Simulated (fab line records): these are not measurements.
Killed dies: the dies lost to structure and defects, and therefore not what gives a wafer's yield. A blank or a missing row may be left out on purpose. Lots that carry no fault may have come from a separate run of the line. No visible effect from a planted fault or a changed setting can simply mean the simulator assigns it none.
fab line records + flow rit-cmos
[record]
- lots = 14
- wafers = 42
- last-day = 9
route steps=202 shown GATE@81 M1@202
lots that met no fault: taken from a fault-free run of the same line
start-h: hours from the record's opening day to when the first of the lot's shown wafers began + wait-h: hours since the lot's step before + " same as the row above + L1.1+2: a single row standing in for several wafers + - no value, or no start was given + * or withheld: withheld + < > ~ a bound
route shown NAME@n: names a module that has steps shown in the file, with the first one's number in the route + usual: mean/standard deviation of fault-free wafers + same: alike in all rows + chamber/n: place in a boat + sites: each site's reading + _std_site: the values' standard deviation + _edge_site: inner sites' mean taken away from outer sites' mean + radius-mm: for every site, how far away it sits from the centre of the wafer + mask NAME#n: copy n + behind: the most recent tool/chamber to have shaped the wafer + hold: why the lot was held/for how many hours/how that ended + device: which transistor (n, p or np) failed to switch + end of line: the same wafers' tests at the end of the route + a step with no rows: only its recipe + killed: the dies lost at the first sort to structure and to defects; this is not the yield of the wafer + map: the dies of a wafer, with x for killed, . for not killed, _ for no die there
set.NAME: setting as actually run; set.NAME@STEP: the setting as run at that earlier step + model.NAME: the simulator's own value behind a step, which no gauge read
the route's steps for a sample of lots (tables are steps, rows are wafers)
services: a tool's chamber out of use, with start hour (start-h, from the record's first day; less than 0 if before it), hours out, and reason
[[steps]]
[step RIT_GATE_OXIDATION_05]
[recipe]
- temp-c = 900
- ambient = O2
- target-thk-a = 30
- ox-time-s = 270
[usual]
- spike-tc-centre-C = 902.8/2
| lot.wafer | tool       | chamber | start-h | wait-h | spike-tc-centre-C |
|-----------|------------|---------|---------|--------|-------------------|
| L988.1    | furnace-04 | 0       | 32.32   | 0.1    | 899.4             |
| L988.2    | "          | 0       | "       | "      | 899.8             |
| L988.5    | "          | 0       | "       | "      | 899.3             |
| L989.2    | furnace-02 | 0       | 38.61   | 0.7    | 903.8             |
| L989.5    | "          | 0       | "       | "      | 905.4             |
| L989.6    | "          | 0       | "       | "      | 906.6             |
| L990.1    | furnace-02 | 0       | 46.34   | 2.2    | 901.4             |
| L990.4    | "          | 0       | "       | "      | 903.6             |
| L990.5    | "          | 0       | "       | "      | 901.1             |
| L992.2    | furnace-04 | 0       | 52.27   | 0.0    | 899.6             |
| L992.5    | "          | 0       | "       | "      | 897.9             |
| L992.6    | "          | 0       | "       | "      | 900.1             |
| L993.1    | furnace-03 | 0       | 57.26   | 0.1    | 903.5             |
| L993.2    | "          | 0       | "       | "      | 901.9             |
| L993.4    | "          | 0       | "       | "      | 906.3             |
| L994.3    | furnace-02 | 0       | 63.46   | 1.2    | 903.2             |
| L994.4    | "          | 0       | "       | "      | 905.8             |
| L994.6    | "          | 0       | "       | "      | 903.8             |
| L996.2    | furnace-02 | 0       | 74.34   | 0.0    | 904.8             |
| L996.5    | "          | 0       | "       | "      | 903.2             |
| L996.6    | "          | 0       | "       | "      | 904.1             |
| L103.1    | furnace-03 | 0       | 107.84  | 0.1    | 902.5             |
| L103.2    | "          | 0       | "       | "      | 902.6             |
| L103.3    | "          | 0       | "       | "      | 902.5             |
| L104.1    | furnace-03 | 0       | 117.49  | 1.7    | 904.1             |
| L104.2    | "          | 0       | "       | "      | 901.7             |
| L104.5    | "          | 0       | "       | "      | 904.0             |
| L106.1    | furnace-02 | 0       | 127.98  | 0.7    | 903.4             |
| L106.2    | "          | 0       | "       | "      | 903.3             |
| L106.6    | "          | 0       | "       | "      | 904.9             |
| L109.4    | furnace-02 | 0       | 138.71  | 0.0    | 904.2             |
| L109.5    | "          | 0       | "       | "      | 902.9             |
| L109.6    | "          | 0       | "       | "      | 904.9             |
| L111.1    | furnace-03 | 0       | 148.14  | 0.1    | 903.9             |
| L111.5    | "          | 0       | "       | "      | 903.1             |
| L111.6    | "          | 0       | "       | "      | 904.0             |
| L991.1    | furnace-03 | 0       | 168.46  | 120.3  | 903.5             |
| L991.5    | "          | 0       | "       | "      | 903.4             |
| L991.6    | "          | 0       | "       | "      | 903.4             |
| L997.1    | furnace-04 | 0       | 197.68  | 120.0  | 898.2             |
| L997.2    | "          | 0       | "       | "      | 899.6             |
| L997.4    | "          | 0       | "       | "      | 900.5             |
[step RIT_M1_PROBE_99]
[usual]
- killed_at_M0_to_M3 = 0.1/0.34
- killed-at-contacts = 0.1/0.26
- killed-at-front-end = 7/3.1
- killed-dies = 7/3.1
- killed-open = 3.5/1.9
- killed-short = 3.4/2.1
[same]
- gross-dies = 264
- killed_at_M4_up = 0
- killed-at-back-side = 0
- killed-at-other = 0
| lot.wafer | tool      | chamber | start-h | wait-h | killed_at_M0_to_M3 | killed-at-contacts | killed-at-front-end | killed-dies | killed-open | killed-short |
|-----------|-----------|---------|---------|--------|--------------------|--------------------|---------------------|-------------|-------------|--------------|
| L103.1    | prober-01 | -       | 135.35  | 0.1    | 0                  | 0                  | 6                   | 6           | 2           | 4            |
| L103.2    | prober-01 | -       | 135.40  | 0.1    | 0                  | 0                  | 8                   | 8           | 6           | 2            |
| L103.3    | prober-01 | -       | 135.45  | 0.2    | 0                  | 0                  | 8                   | 8           | 4           | 4            |
| L991.1    | prober-01 | -       | 194.27  | 0.1    | 0                  | 0                  | 6                   | 6           | 2           | 4            |
| L991.5    | prober-01 | -       | 194.47  | 0.2    | 0                  | 2                  | 5                   | 7           | 4           | 1            |
| L991.6    | prober-01 | -       | 194.52  | 0.2    | 0                  | 1                  | 8                   | 9           | 2           | 6            |
| L997.1    | prober-01 | -       | 226.17  | 0.1    | 0                  | 0                  | 12                  | 12          | 9           | 3            |
| L997.2    | prober-01 | -       | 226.22  | 0.1    | 0                  | 2                  | 9                   | 11          | 3           | 6            |
| L997.4    | prober-01 | -       | 226.32  | 0.2    | 0                  | 1                  | 5                   | 6           | 2           | 3            |
// killed by level:class
L103.1 GATE:geometric-particle:short=4 GATE:geometric-particle:open=2
L103.2 GATE:geometric-particle:open=2 REOX:geometric-particle:open=2 FOX1:geometric-particle:open=1 GATE:geometric-particle:short=1 REOX:geometric-particle:short=1 SILICIDE:geometric-particle:open=1
L103.3 GATE:geometric-particle:short=2 SILICIDE:geometric-particle:open=2 SILICIDE:geometric-particle:short=2 FOX2:geometric-particle:open=1 GATE:geometric-particle:open=1
L991.1 FOX1:geometric-particle:short=1 FOX2:geometric-particle:short=1 GATE:geometric-particle:short=1 REOX:geometric-particle:open=1 SPACER:geometric-particle:open=1 SPACER:geometric-particle:short=1
L991.5 SILICIDE:geometric-particle:open=2 CONTACT:coat-microbubble-printed=2 FOX2:geometric-particle:short=1 GATE:geometric-particle:open=1 SPACER:geometric-particle:open=1
L991.6 GATE:geometric-particle:short=3 FOX2:geometric-particle:open=1 FOX2:geometric-particle:short=1 REOX:geometric-particle:short=1 SPACER:geometric-particle:open=1 SPACER:geometric-particle:short=1 CONTACT:coat-microbubble-printed=1
L997.1 GATE:geometric-particle:open=3 SPACER:geometric-particle:open=3 FOX1:geometric-particle:open=2 GATE:geometric-particle:short=2 FOX2:geometric-particle:open=1 SILICIDE:geometric-particle:short=1
L997.2 SILICIDE:geometric-particle:short=2 CONTACT:coat-microbubble-printed=2 FOX1:geometric-particle:open=1 FOX2:geometric-particle:short=1 GATE:geometric-particle:short=1 GATE:geometric-particle:open=1 REOX:geometric-particle:short=1 SPACER:geometric-particle:open=1
L997.4 SPACER:geometric-particle:short=2 FOX1:geometric-particle:short=1 REOX:geometric-particle:open=1 SPACER:geometric-particle:open=1 CONTACT:coat-microbubble-printed=1
[[services]]
| tool       | chamber | start-h | hours | kind |
|------------|---------|---------|-------|------|
| furnace-04 | -       | 44.29   | 2.8   | pm   |
| furnace-03 | -       | 62.05   | 5.0   | pm   |
| furnace-04 | -       | 88.98   | 29.7  | pm   |
| furnace-03 | -       | 98.44   | 2.9   | pm   |
[[key]]
[first-sign]
- step = RIT_GATE_OXIDATION_05
- reading = wait-h
- direction = changed
effect none on later readings
met-at RIT_GATE_OXIDATION_05
struck-lots L991,L997
struck-wafers L991.1,L991.5,L991.6,L997.1,L997.2,L997.4
tester-left-out L991,L997
[fault]
- kind = queue-time-violation
- tool = furnace-02,furnace-03,furnace-04
- chamber = 0
- onset-h = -
- steps = RIT_GATE_OXIDATION_05
- delay-hr = 120
- scope = struck-lots-only
// tester-left-out: of these lots the tester's yield and bins aren't shown, on N5 and GAA mostly nor the transistor test; their killed dies are dies lost to structure and defects alone, not to doping, threshold or leakage, so they don't give the yield
